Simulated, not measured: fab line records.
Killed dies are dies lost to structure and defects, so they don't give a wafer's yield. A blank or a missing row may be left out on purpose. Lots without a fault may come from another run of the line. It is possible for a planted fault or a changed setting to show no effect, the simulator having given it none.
fab line records	flow rit-cmos	part 1 of 2: steps 1 to 32 of 44
record: lots: 5	wafers: 15	last-day: 7
route steps=202 shown NRETRO@53 PRETRO@64 GATE@75 FOX2@80
lots that met no fault: from a run of the same line without faults
start-h: start of the lot's first displayed wafer, in hours after the record's first day	wait-h: hours since the lot's step before	" repeats the value in the row above	L1.1+2: a row that stands for several wafers	- either no value or no given start	* or withheld: withheld	< > ~ a bound
route shown NAME@n: a module of which the file shows steps, and the number in the route of the first	usual: the fault-free wafers' mean and standard deviation	same: alike in all rows	chamber/n: place in a boat	sites: each site's reading	_std_site: their standard deviation	_edge_site: outer sites' mean less inner sites'	radius-mm: for every site, how far away it sits from the centre of the wafer	mask NAME#n: copy n	behind: the most recent tool/chamber to have shaped the wafer	hold: the reason the lot was held/the length of the hold in hours/how it ended	device: the n, p or np transistor that did not switch	end of line: tests of these same wafers at the route's end	a step without rows: its recipe alone	killed: count of dies lost to structure and defects at first sort (not the wafer's yield)	map: the dies of a wafer, with x for killed, . for not killed, _ for no die there
set.NAME: the setting that was run; set.NAME@STEP: the one run at that earlier step	model.NAME: the simulator's own value behind a step, which no gauge read
lots at selected steps of the route; one table per step, one row per wafer
services: the hour from which a tool's chamber was out of use, counted from the record's first day as start-h (under 0 if before that day), plus the number of hours and why
== steps ==
step: RIT_NRETRO_HMDS_00
recipe: prime-time-s: 60	prime-temp-c: 140
same: prime-time-s: 60
lot.wafer	tool	chamber	start-h	wait-h
L074.1+3+6	litho-track-03	0	28.08	0.1
L081.1+4+5	litho-track-03	0	64.21	0.1
L082.3+5+6	litho-track-01	0	69.25	0.1
L092.1+3+5	litho-track-01	0	118.87	0.1
L094.2+4+5	litho-track-01	0	133.20	0.1
step: RIT_NRETRO_COAT_01
recipe: resist: NOVOLAK	spin-rpm: 2000	resist-thk-nm: 1300
lot.wafer	tool	chamber	start-h	wait-h
L074.1+3+6	litho-track-03	0	28.23	0.1
L081.1+4+5	litho-track-03	0	64.36	0.1
L082.3+5+6	litho-track-01	0	69.40	0.1
L092.1+3+5	litho-track-01	0	119.02	0.1
L094.2+4+5	litho-track-01	0	133.35	0.1
step: RIT_NRETRO_SOFTBAKE_02
recipe: resist: NOVOLAK	temp-c: 90	time-s: 60
lot.wafer	tool	chamber	start-h	wait-h
L074.1+3+6	litho-track-03	0	28.38	0.1
L081.1+4+5	litho-track-03	0	64.51	0.1
L082.3+5+6	litho-track-01	0	69.55	0.1
L092.1+3+5	litho-track-01	0	119.17	0.1
L094.2+4+5	litho-track-01	0	133.50	0.1
step: RIT_NRETRO_EXPOSE_03
recipe: mask-id: M4	na: 0.57	target-cd-nm: 43900	dose-mj: 250
usual: stage-vel-mm-s: 500.00/0.26
lot.wafer	tool	chamber	start-h	wait-h	mask	stage-vel-mm-s
L074.1	iline-stepper-01	0	28.53	0.1	M4#0	499.89
L074.3	"	0	"	"	M4#0	500.23
L074.6	"	0	"	"	M4#0	500.24
L081.1	iline-stepper-02	0	64.66	0.1	M4#0	499.87
L081.4	"	0	"	"	M4#0	499.91
L081.5	"	0	"	"	M4#0	499.75
L082.3	iline-stepper-02	0	69.69	0.1	M4#0	500.04
L082.5	"	0	"	"	M4#0	500.35
L082.6	"	0	"	"	M4#0	500.32
L092.1	iline-stepper-02	0	119.44	0.2	M4#0	499.72
L092.3	"	0	"	"	M4#0	499.78
L092.5	"	0	"	"	M4#0	499.78
L094.2	iline-stepper-02	0	133.64	0.1	M4#0	500.28
L094.4	"	0	"	"	M4#0	499.95
L094.5	"	0	"	"	M4#0	499.99
step: RIT_NRETRO_PEB_04
recipe: resist: NOVOLAK	temp-c: withheld	time-s: withheld
lot.wafer	tool	chamber	start-h	wait-h
L074.1+3+6	litho-track-01	0	28.72	0.2
L081.1+4+5	litho-track-03	0	64.78	0.1
L082.3+5+6	litho-track-03	0	69.82	0.1
L092.1+3+5	litho-track-04	0	119.56	0.1
L094.2+4+5	litho-track-01	0	133.76	0.1
step: RIT_NRETRO_DEVELOP_05
recipe: resist: NOVOLAK	develop-time-s: 68	dev-temp-c: 23
lot.wafer	tool	chamber	start-h	wait-h
L074.1+3+6	litho-track-01	0	-	-
L081.1+4+5	litho-track-03	0	-	-
L082.3+5+6	litho-track-03	0	-	-
L092.1+3+5	litho-track-04	0	-	-
L094.2+4+5	litho-track-01	0	-	-
step: RIT_NRETRO_OVL_MEAS_06
usual: NRETRO_OVL: 1.2/1.4
lot.wafer	tool	chamber	start-h	wait-h	NRETRO_OVL[nm]
L074.1	overlay-01	-	29.04	-	3.9
L074.3	"	-	"	"	2.5
L074.6	"	-	"	"	2.6
L081.1	overlay-02	-	65.09	-	1.9
L081.4	"	-	"	"	-1.1
L081.5	"	-	"	"	1.0
L082.3	overlay-02	-	70.10	-	2.2
L082.5	"	-	"	"	1.2
L082.6	"	-	"	"	0.8
L092.1	overlay-02	-	119.87	-	1.4
L092.3	"	-	"	"	0.5
L092.5	"	-	"	"	2.4
L094.2	overlay-01	-	134.06	-	1.4
L094.4	"	-	"	"	3.9
L094.5	"	-	"	"	1.0
step: RIT_NRETRO_HARDBAKE_07
recipe: resist: NOVOLAK	temp-c: 140	time-s: 120
lot.wafer	tool	chamber	start-h	wait-h
L074.1+3+6	litho-track-03	0	29.07	0.0
L081.1+4+5	litho-track-03	0	65.13	0.0
L082.3+5+6	litho-track-04	0	70.20	0.1
L092.1+3+5	litho-track-04	0	119.91	0.0
L094.2+4+5	litho-track-04	0	134.13	0.1
step: RIT_NRETRO_IMPLANT_08
recipe: species: P	energy-kev: 70	dose-cm2: 1e+13	tilt-deg: 7
usual: beam-on-s: 10.00/0.2	dose-ions-cm2: 1e+13/1e+10
lot.wafer	tool	chamber	start-h	wait-h	beam-on-s	dose-ions-cm2
L074.1	implanter-01	0	29.32	0.2	10.16	1.0004e+13
L074.3	"	0	"	"	10.12	1.0018e+13
L074.6	"	0	"	"	10.09	1.0012e+13
L081.1	implanter-04	0	65.38	0.2	9.78	1.0015e+13
L081.4	"	0	"	"	10.01	1e+13
L081.5	"	0	"	"	9.90	9.993e+12
L082.3	implanter-04	0	70.42	0.2	9.60	9.995e+12
L082.5	"	0	"	"	10.37	9.996e+12
L082.6	"	0	"	"	10.10	1.0015e+13
L092.1	implanter-01	0	120.16	0.2	9.61	1.0006e+13
L092.3	"	0	"	"	10.21	1.0004e+13
L092.5	"	0	"	"	9.79	1.0005e+13
L094.2	implanter-03	0	134.36	0.2	9.95	9.985e+12
L094.4	"	0	"	"	9.75	1.0006e+13
L094.5	"	0	"	"	9.59	1e+13
step: RIT_NRETRO_STRIP_09
recipe: chemistry: O2	time-s: 180	resist: NOVOLAK	platen-temp-c: withheld	power-w: 500	pressure-mtorr: 4000	o2-flow-sccm: 4000
usual: drypump-motor-current-A: 5.9/0.43
lot.wafer	tool	chamber	start-h	wait-h	drypump-motor-current-A	rf-hours-counter-h
L074.1	plasma-asher-04	1	29.47	0.1	5.2	22
L074.3	"	1	"	"	5.2	-
L074.6	"	0	"	"	6.4	-
L081.1	plasma-asher-03	1	65.53	0.1	6.0	42
L081.4	"	1	"	"	6.0	-
L081.5	"	1	"	"	6.0	-
L082.3	plasma-asher-01	0	70.58	0.1	5.8	-
L082.5	"	0	"	"	5.8	-
L082.6	"	1	"	"	5.9	-
L092.1	plasma-asher-01	0	120.31	0.1	5.8	51
L092.3	"	1	"	"	5.9	-
L092.5	"	0	"	"	5.8	-
L094.2	plasma-asher-04	1	134.49	0.1	5.2	33
L094.4	"	1	"	"	5.2	-
L094.5	"	1	"	"	5.2	-
step: RIT_NRETRO_TW_MEAS_10
usual: NRETRO_TW: 1053/9.7
lot.wafer	tool	chamber	start-h	wait-h	NRETRO_TW
L074.1	film-metro-03	-	29.65	0.1	1052
L074.3	"	-	"	"	1047
L074.6	"	-	"	"	1051
L081.1	film-metro-02	-	65.70	0.1	1066
L081.4	"	-	"	"	1065
L081.5	"	-	"	"	1063
L082.3	film-metro-03	-	70.72	0.1	1057
L082.5	"	-	"	"	1051
L082.6	"	-	"	"	1047
L092.1	film-metro-03	-	120.49	0.1	1056
L092.3	"	-	"	"	1057
L092.5	"	-	"	"	1054
L094.2	film-metro-03	-	134.67	0.1	1057
L094.4	"	-	"	"	1056
L094.5	"	-	"	"	1046
step: RIT_PRETRO_HMDS_00
recipe: prime-time-s: 60	prime-temp-c: 140
same: prime-time-s: 60
lot.wafer	tool	chamber	start-h	wait-h
L074.1+3+6	litho-track-02	0	29.71	0.1
L081.1+4+5	litho-track-03	0	65.76	0.1
L082.3+5+6	litho-track-04	0	70.81	0.1
L092.1+3+5	litho-track-02	0	120.55	0.1
L094.2+4+5	litho-track-02	0	134.75	0.1
step: RIT_PRETRO_COAT_01
recipe: resist: NOVOLAK	spin-rpm: 2000	resist-thk-nm: 1300
lot.wafer	tool	chamber	start-h	wait-h
L074.1+3+6	litho-track-02	0	29.86	0.1
L081.1+4+5	litho-track-03	0	65.91	0.1
L082.3+5+6	litho-track-04	0	70.96	0.1
L092.1+3+5	litho-track-02	0	120.70	0.1
L094.2+4+5	litho-track-02	0	134.90	0.1
step: RIT_PRETRO_SOFTBAKE_02
recipe: resist: NOVOLAK	temp-c: 90	time-s: 60
lot.wafer	tool	chamber	start-h	wait-h
L074.1+3+6	litho-track-02	0	30.01	0.1
L081.1+4+5	litho-track-03	0	66.06	0.1
L082.3+5+6	litho-track-04	0	71.11	0.1
L092.1+3+5	litho-track-02	0	120.85	0.1
L094.2+4+5	litho-track-02	0	135.05	0.1
step: RIT_PRETRO_EXPOSE_03
recipe: mask-id: M5	na: 0.57	target-cd-nm: 43700	dose-mj: 250
usual: stage-vel-mm-s: 500.03/0.25
lot.wafer	tool	chamber	start-h	wait-h	mask	stage-vel-mm-s
L074.1	iline-stepper-02	0	30.28	0.2	M5#0	500.43
L074.3	"	0	"	"	M5#0	500.22
L074.6	"	0	"	"	M5#0	500.03
L081.1	iline-stepper-01	0	66.21	0.1	M5#0	500.32
L081.4	"	0	"	"	M5#0	500.21
L081.5	"	0	"	"	M5#0	500.88
L082.3	iline-stepper-02	0	71.37	0.2	M5#0	500.40
L082.5	"	0	"	"	M5#0	499.82
L082.6	"	0	"	"	M5#0	500.30
L092.1	iline-stepper-01	0	121.12	0.2	M5#0	499.77
L092.3	"	0	"	"	M5#0	499.81
L092.5	"	0	"	"	M5#0	500.10
L094.2	iline-stepper-01	0	135.32	0.2	M5#0	500.22
L094.4	"	0	"	"	M5#0	500.13
L094.5	"	0	"	"	M5#0	499.97
step: RIT_PRETRO_PEB_04
recipe: resist: NOVOLAK	temp-c: withheld	time-s: withheld
lot.wafer	tool	chamber	start-h	wait-h
L074.1+3+6	litho-track-03	0	30.40	0.1
L081.1+4+5	litho-track-02	0	66.37	0.1
L082.3+5+6	litho-track-02	0	71.50	0.1
L092.1+3+5	litho-track-04	0	121.24	0.1
L094.2+4+5	litho-track-04	0	135.55	0.2
step: RIT_PRETRO_DEVELOP_05
recipe: resist: NOVOLAK	develop-time-s: 68	dev-temp-c: 23
lot.wafer	tool	chamber	start-h	wait-h
L074.1+3+6	litho-track-03	0	-	-
L081.1+4+5	litho-track-02	0	-	-
L082.3+5+6	litho-track-02	0	-	-
L092.1+3+5	litho-track-04	0	-	-
L094.2+4+5	litho-track-04	0	-	-
step: RIT_PRETRO_OVL_MEAS_06
usual: PRETRO_OVL: 0.4/1.5
lot.wafer	tool	chamber	start-h	wait-h	PRETRO_OVL[nm]
L074.1	overlay-01	-	30.71	-	1.2
L074.3	"	-	"	"	-1.0
L074.6	"	-	"	"	0.8
L081.1	overlay-02	-	66.68	-	1.7
L081.4	"	-	"	"	2.1
L081.5	"	-	"	"	0.4
L082.3	overlay-02	-	71.77	-	-1.9
L082.5	"	-	"	"	0.0
L082.6	"	-	"	"	-0.4
L092.1	overlay-01	-	121.55	-	1.9
L092.3	"	-	"	"	0.7
L092.5	"	-	"	"	1.8
L094.2	overlay-01	-	135.84	-	3.1
L094.4	"	-	"	"	3.0
L094.5	"	-	"	"	2.9
step: RIT_PRETRO_HARDBAKE_07
recipe: resist: NOVOLAK	temp-c: 140	time-s: 120
lot.wafer	tool	chamber	start-h	wait-h
L074.1+3+6	litho-track-04	0	30.75	0.0
L081.1+4+5	litho-track-02	0	66.72	0.0
L082.3+5+6	litho-track-03	0	71.88	0.1
L092.1+3+5	litho-track-03	0	121.59	0.0
L094.2+4+5	litho-track-03	0	135.91	0.1
step: RIT_PRETRO_IMPLANT_08
recipe: species: B	energy-kev: 45	dose-cm2: 1.2e+13	tilt-deg: 7
usual: beam-on-s: 10.03/0.2	dose-ions-cm2: 1.2003e+13/1.2e+10
lot.wafer	tool	chamber	start-h	wait-h	beam-on-s	dose-ions-cm2
L074.1	implanter-04	0	31.00	0.2	9.93	1.2008e+13
L074.3	"	0	"	"	10.26	1.2016e+13
L074.6	"	0	"	"	10.07	1.2008e+13
L081.1	implanter-03	0	66.97	0.2	9.87	1.1996e+13
L081.4	"	0	"	"	10.25	1.1994e+13
L081.5	"	0	"	"	10.36	1.2003e+13
L082.3	implanter-03	0	72.10	0.2	9.92	1.2003e+13
L082.5	"	0	"	"	10.50	1.1997e+13
L082.6	"	0	"	"	9.80	1.2e+13
L092.1	implanter-03	0	121.84	0.2	10.62	1.2003e+13
L092.3	"	0	"	"	10.19	1.1992e+13
L092.5	"	0	"	"	9.80	1.2004e+13
L094.2	implanter-04	0	136.15	0.2	10.29	1.2013e+13
L094.4	"	0	"	"	10.06	1.2028e+13
L094.5	"	0	"	"	10.11	1.2021e+13
step: RIT_PRETRO_STRIP_09
recipe: chemistry: O2	time-s: 180	resist: NOVOLAK	platen-temp-c: withheld	power-w: 500	pressure-mtorr: 4000	o2-flow-sccm: 4000
usual: drypump-motor-current-A: 5.9/0.43
lot.wafer	tool	chamber	start-h	wait-h	drypump-motor-current-A	rf-hours-counter-h
L074.1	plasma-asher-02	0	31.15	0.1	5.4	39
L074.3	"	1	"	"	6.1	-
L074.6	"	0	"	"	5.4	-
L081.1	plasma-asher-04	0	67.12	0.1	6.4	26
L081.4	"	0	"	"	6.3	-
L081.5	"	0	"	"	6.4	-
L082.3	plasma-asher-02	0	72.25	0.1	5.4	-
L082.5	"	0	"	"	5.4	-
L082.6	"	1	"	"	6.1	-
L092.1	plasma-asher-04	0	121.99	0.1	6.3	32
L092.3	"	1	"	"	5.2	-
L092.5	"	1	"	"	5.2	-
L094.2	plasma-asher-04	1	136.27	0.1	5.2	34
L094.4	"	1	"	"	5.2	-
L094.5	"	0	"	"	6.3	-
step: RIT_PRETRO_TW_MEAS_10
usual: PRETRO_TW: 474/6
lot.wafer	tool	chamber	start-h	wait-h	PRETRO_TW
L074.1	film-metro-02	-	31.32	0.1	485
L074.3	"	-	"	"	484
L074.6	"	-	"	"	483
L081.1	film-metro-04	-	67.30	0.1	469
L081.4	"	-	"	"	472
L081.5	"	-	"	"	472
L082.3	film-metro-01	-	72.39	0.1	467
L082.5	"	-	"	"	468
L082.6	"	-	"	"	469
L092.1	film-metro-02	-	122.16	0.1	480
L092.3	"	-	"	"	479
L092.5	"	-	"	"	482
L094.2	film-metro-04	-	136.46	0.1	471
L094.4	"	-	"	"	472
L094.5	"	-	"	"	466
step: RIT_GATE_WET_ETCH_00
recipe: chemistry: BOE	target: SiO2	target-depth-nm: 56	time-s: 60	dry: n2-spin	dilution: 10:1	temp-c: 21.5
usual: bath-heat-duty-pct: 1.7/0.38
lot.wafer	tool	chamber	start-h	wait-h	bath-heat-duty-pct
L074.1	wet-bench-02	1	31.38	0.1	1.3
L074.3	"	1	"	"	1.3
L074.6	"	1	"	"	1.9
L081.1	wet-bench-04	0	67.36	0.1	1.7
L081.4	"	0	"	"	1.4
L081.5	"	0	"	"	1.5
L082.3	wet-bench-04	3	72.43	0.0	1.7
L082.5	"	3	"	"	2.6
L082.6	"	3	"	"	1.1
L092.1	wet-bench-01	1	122.22	0.1	1.5
L092.3	"	1	"	"	1.9
L092.5	"	1	"	"	1.8
L094.2	wet-bench-02	3	136.51	0.0	1.5
L094.4	"	3	"	"	1.4
L094.5	"	3	"	"	1.9
step: RIT_GATE_CLEAN_01
recipe: chemistry: SC1	mix: 3:3:50	time-s: 600	temp-c: 75
usual: bath-heat-duty-pct: 14.9/1.5
lot.wafer	tool	chamber	start-h	wait-h	bath-heat-duty-pct
L074.1	wet-bench-04	0	31.44	0.0	14.2
L074.3	"	0	"	"	16.0
L074.6	"	0	"	"	14.9
L081.1	wet-bench-02	1	67.38	0.0	14.3
L081.4	"	1	"	"	16.8
L081.5	"	1	"	"	14.8
L082.3	wet-bench-02	2	72.46	0.0	13.4
L082.5	"	2	"	"	14.0
L082.6	"	2	"	"	13.3
L092.1	wet-bench-04	1	122.25	0.0	12.8
L092.3	"	1	"	"	12.4
L092.5	"	1	"	"	12.2
L094.2	wet-bench-04	3	136.53	0.0	15.4
L094.4	"	3	"	"	16.2
L094.5	"	3	"	"	14.7
step: RIT_GATE_CLEAN_02
recipe: chemistry: dHF	dilution: 50:1	time-s: 30
lot.wafer	tool	chamber	start-h	wait-h
L074.1+3+6	wet-bench-01	0	31.63	0.0
L081.1+4+5	wet-bench-01	2	67.76	0.0
L082.3+5+6	wet-bench-04	1	72.84	0.0
L092.1+3+5	wet-bench-01	0	122.42	0.0
L094.2+4+5	wet-bench-01	1	136.74	0.0
step: RIT_GATE_CLEAN_03
recipe: chemistry: SC2	mix: 3:3:50	time-s: 600	temp-c: 75	dry: n2-spin
usual: bath-heat-duty-pct: 15.7/1.4
lot.wafer	tool	chamber	start-h	wait-h	bath-heat-duty-pct
L074.1	wet-bench-02	3	31.64	0.0	17.2
L074.3	"	3	"	"	18.2
L074.6	"	3	"	"	16.9
L081.1	wet-bench-04	0	67.78	0.0	16.7
L081.4	"	0	"	"	15.4
L081.5	"	0	"	"	15.6
L082.3	wet-bench-02	0	72.85	0.0	17.4
L082.5	"	0	"	"	17.6
L082.6	"	0	"	"	16.8
L092.1	wet-bench-02	0	122.44	0.0	16.7
L092.3	"	0	"	"	17.5
L092.5	"	0	"	"	18.4
L094.2	wet-bench-02	1	136.76	0.0	15.5
L094.4	"	1	"	"	16.0
L094.5	"	1	"	"	15.7
step: RIT_GATE_CLEAN_04
recipe: chemistry: dHF	dilution: 50:1	time-s: 60	dry: n2-spin
lot.wafer	tool	chamber	start-h	wait-h
L074.1+3+6	wet-bench-04	3	32.03	0.0
L081.1+4+5	wet-bench-02	3	67.95	0.0
L082.3+5+6	wet-bench-04	1	73.24	0.0
L092.1+3+5	wet-bench-04	0	122.63	0.0
L094.2+4+5	wet-bench-04	0	136.93	0.0
step: RIT_FOX2_THK_MEAS_91
recipe: reads: SiO2_of_FOX2_OXIDATION_00
usual: FIELD_OXIDE_LEFT_2_THK: 257/6.7
lot.wafer	tool	chamber	start-h	wait-h	FIELD_OXIDE_LEFT_2_THK[nm]
L074.1	film-metro-03	-	32.05	0.0	240
L074.3	"	-	"	"	242
L074.6	"	-	"	"	246
L081.1	film-metro-04	-	68.01	0.0	262
L081.4	"	-	"	"	265
L081.5	"	-	"	"	267
L082.3	film-metro-03	-	73.28	0.0	261
L082.5	"	-	"	"	260
L082.6	"	-	"	"	251
L092.1	film-metro-01	-	122.65	0.0	259
L092.3	"	-	"	"	256
L092.5	"	-	"	"	257
L094.2	film-metro-01	-	136.97	0.0	256
L094.4	"	-	"	"	255
L094.5	"	-	"	"	265
step: RIT_GATE_OXIDATION_05
recipe: temp-c: 900	ambient: O2	target-thk-a: 30	ox-time-s: 270
usual: zone-power-centre-pct: 43.2/1.2
same: ox-time-s: 270
lot.wafer	tool	chamber	start-h	wait-h	zone-power-centre-pct
L074.1	furnace-04	0	32.11	0.1	42.0
L074.3	"	0	"	"	41.5
L074.6	"	0	"	"	41.6
L081.1	furnace-04	0	69.78	1.8	41.6
L081.4	"	0	"	"	41.7
L081.5	"	0	"	"	41.6
L082.3	furnace-01	0	73.32	0.0	43.9
L082.5	"	0	"	"	44.0
L082.6	"	0	"	"	43.5
L092.1	furnace-03	0	124.87	2.2	44.3
L092.3	"	0	"	"	45.5
L092.5	"	0	"	"	44.3
L094.2	furnace-04	0	139.16	2.2	41.8
L094.4	"	0	"	"	43.1
L094.5	"	0	"	"	41.6
step: RIT_GATE_ANNEAL_06
recipe: temp-c: 900	time-s: 600	ambient: N2O
usual: zone-power-centre-pct: 43.3/1.3
lot.wafer	tool	chamber	start-h	wait-h	zone-power-centre-pct
L074.1	furnace-01	0	33.19	0.0	44.2
L074.3	"	0	"	"	43.9
L074.6	"	0	"	"	43.5
L081.1	furnace-04	0	70.85	0.0	41.5
L081.4	"	0	"	"	41.2
L081.5	"	0	"	"	41.0
L082.3	furnace-04	0	74.40	0.0	42.5
L082.5	"	0	"	"	41.7
L082.6	"	0	"	"	42.5
L092.1	furnace-03	0	125.95	0.0	44.6
L092.3	"	0	"	"	44.4
L092.5	"	0	"	"	44.7
L094.2	furnace-04	0	140.24	0.0	42.0
L094.4	"	0	"	"	42.5
L094.5	"	0	"	"	41.6
step: RIT_GATE_THK_MEAS_07
recipe: reads: SiO2_of_GATE_OXIDATION_05
usual: GATE_OXIDE_THK: 3.03/0.055
lot.wafer	tool	chamber	start-h	wait-h	GATE_OXIDE_THK[nm]
L074.1	film-metro-03	-	33.44	0.0	3.01
L074.3	"	-	"	"	3.02
L074.6	"	-	"	"	3.03
L081.1	film-metro-01	-	71.10	0.0	2.92
L081.4	"	-	"	"	3.06
L081.5	"	-	"	"	2.94
L082.3	film-metro-04	-	74.67	0.0	3.15
L082.5	"	-	"	"	3.06
L082.6	"	-	"	"	3.13
L092.1	film-metro-03	-	126.20	0.0	2.98
L092.3	"	-	"	"	3.01
L092.5	"	-	"	"	3.03
L094.2	film-metro-01	-	140.50	0.0	3.02
L094.4	"	-	"	"	3.07
L094.5	"	-	"	"	2.99
step: RIT_GATE_CVD_08
recipe: material: poly-Si	target-thk-nm: 250	temp-c: 610	precursor: SiH4	time-s: 2220	pressure-mtorr: 300	sih4-flow-sccm: 100
usual: zone-power-centre-pct: 28.2/2.3
lot.wafer	tool	chamber	start-h	wait-h	zone-power-centre-pct
L074.1	lpcvd-02	0	33.50	0.1	27.9
L074.3	"	0	"	"	28.0
L074.6	"	0	"	"	28.0
L081.1	lpcvd-01	1	71.16	0.1	30.3
L081.4	"	1	"	"	30.6
L081.5	"	1	"	"	30.1
L082.3	lpcvd-02	1	74.71	0.0	28.3
L082.5	"	1	"	"	27.9
L082.6	"	1	"	"	27.8
L092.1	lpcvd-01	1	126.26	0.1	30.6
L092.3	"	1	"	"	30.8
L092.5	"	1	"	"	30.7
L094.2	lpcvd-01	1	140.64	0.1	30.4
L094.4	"	1	"	"	31.0
L094.5	"	1	"	"	30.7
